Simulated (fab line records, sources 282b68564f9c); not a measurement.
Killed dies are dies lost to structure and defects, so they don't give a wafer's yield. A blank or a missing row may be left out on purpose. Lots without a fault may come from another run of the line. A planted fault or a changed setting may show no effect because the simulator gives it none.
Tool commonality check | flow rit_cmos | 12 lots, 36 wafers sampled

WHY IT WAS OPENED
At RIT_SPACER_THK_MEAS_04 the reading SPACER_NITRIDE_THK is flagged on 2 of 12 lots. Wafers without a fault read 249.9 nm, standard deviation 2.1.
Rule: a lot is flagged when every wafer of it that has a number lies more than 4 standard deviations from that mean, or none has a number. The other lots count as sound.

lot  | measured    | on            | SPACER_NITRIDE_THK (nm), wafer by wafer | flag
L205 | day 2 22:25 | film_metro-02 | 249.2 251.4 250.4                       |
L206 | day 3 02:34 | film_metro-02 | 251.1 250.4 252.6                       |
L207 | day 3 08:38 | film_metro-01 | 253.0 248.4 249.5                       |
L209 | day 3 18:58 | film_metro-01 | 272.8 271.2 274.4                       | FLAGGED
L210 | day 3 23:35 | film_metro-01 | 272.7 273.1 273.9                       | FLAGGED
L212 | day 4 11:31 | film_metro-04 | 250.1 250.9 251.7                       |
L223 | day 6 21:10 | film_metro-02 | 247.8 249.2 247.7                       |
L224 | day 7 01:47 | film_metro-01 | 250.0 251.8 252.7                       |
L225 | day 7 05:08 | film_metro-04 | 250.5 250.4 248.1                       |
L226 | day 7 09:27 | film_metro-02 | 250.1 248.7 250.9                       |
L227 | day 7 13:21 | film_metro-04 | 250.1 249.4 248.5                       |
L228 | day 7 17:38 | film_metro-01 | 253.0 250.0 252.4                       |
The numbers of the flagged lots are 273.0 nm on average: +23.1 nm against the usual, or +11 standard deviations.

WHICH TOOL RAN EACH LOT
The record holds 1 process step before the reading, out of a route of 202 steps. In each cell: the tool, then ch and the chambers that the sampled wafers went through, then the start.
lot  | flag    | RIT_SPACER_CVD_03
L205 |         | lpcvd-01 ch 1, day 2 20:29
L206 |         | lpcvd-01 ch 0, day 3 00:38
L207 |         | lpcvd-01 ch 1, day 3 06:42
L209 | FLAGGED | lpcvd-01 ch 1, day 3 17:02
L210 | FLAGGED | lpcvd-01 ch 1, day 3 21:41
L212 |         | lpcvd-02 ch 0, day 4 08:38
L223 |         | lpcvd-02 ch 1, day 6 18:17
L224 |         | lpcvd-02 ch 0, day 6 21:27
L225 |         | lpcvd-02 ch 1, day 7 02:15
L226 |         | lpcvd-02 ch 1, day 7 06:34
L227 |         | lpcvd-02 ch 0, day 7 10:26
L228 |         | lpcvd-02 ch 0, day 7 14:44
What these steps do:
- RIT_SPACER_CVD_03: deposits Si3N4 from SiH2Cl2/NH3, target thk 250 nm, time 3300 s.
- RIT_SPACER_THK_MEAS_04

FLAGGED OVER TOTAL, TOOL BY TOOL (the gauges that took the reading come last)
step                   | tool          | lots run | flagged | share of the flagged lots | sound lots run after its first flagged lot
RIT_SPACER_CVD_03      | lpcvd-01      | 5        | 2       | all                       | 0
RIT_SPACER_CVD_03      | lpcvd-02      | 7        | 0       | none                      | -
RIT_SPACER_THK_MEAS_04 | film_metro-01 | 5        | 2       | all                       | 2 (L224,L228)
RIT_SPACER_THK_MEAS_04 | film_metro-02 | 4        | 0       | none                      | -
RIT_SPACER_THK_MEAS_04 | film_metro-04 | 3        | 0       | none                      | -

WHAT THE TABLE ALLOWS
2 rows of the table ran every flagged lot: lpcvd-01 at RIT_SPACER_CVD_03, film_metro-01 at RIT_SPACER_THK_MEAS_04.
- lpcvd-01 at RIT_SPACER_CVD_03: 2 of its 5 lots flagged. Its last sound lot is L207 (day 3 06:42), its first flagged lot L209 (day 3 17:02): a fault that began between those two fits.
- film_metro-01 at RIT_SPACER_THK_MEAS_04: 2 of its 5 lots flagged. Sound lots ran on it after the first flagged one (L224, L228), which a lasting fault on the whole tool wouldn't allow.
One tool is left: lpcvd-01 at RIT_SPACER_CVD_03.

WHAT THE SIMULATOR HAD PUT IN
Process parameter drift: lpcvd-01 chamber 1, from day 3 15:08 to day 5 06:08, at RIT_SPACER_CVD_03. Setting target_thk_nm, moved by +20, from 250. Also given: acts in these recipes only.
Lots struck among those shown: L209, L210. The rule above found the same.
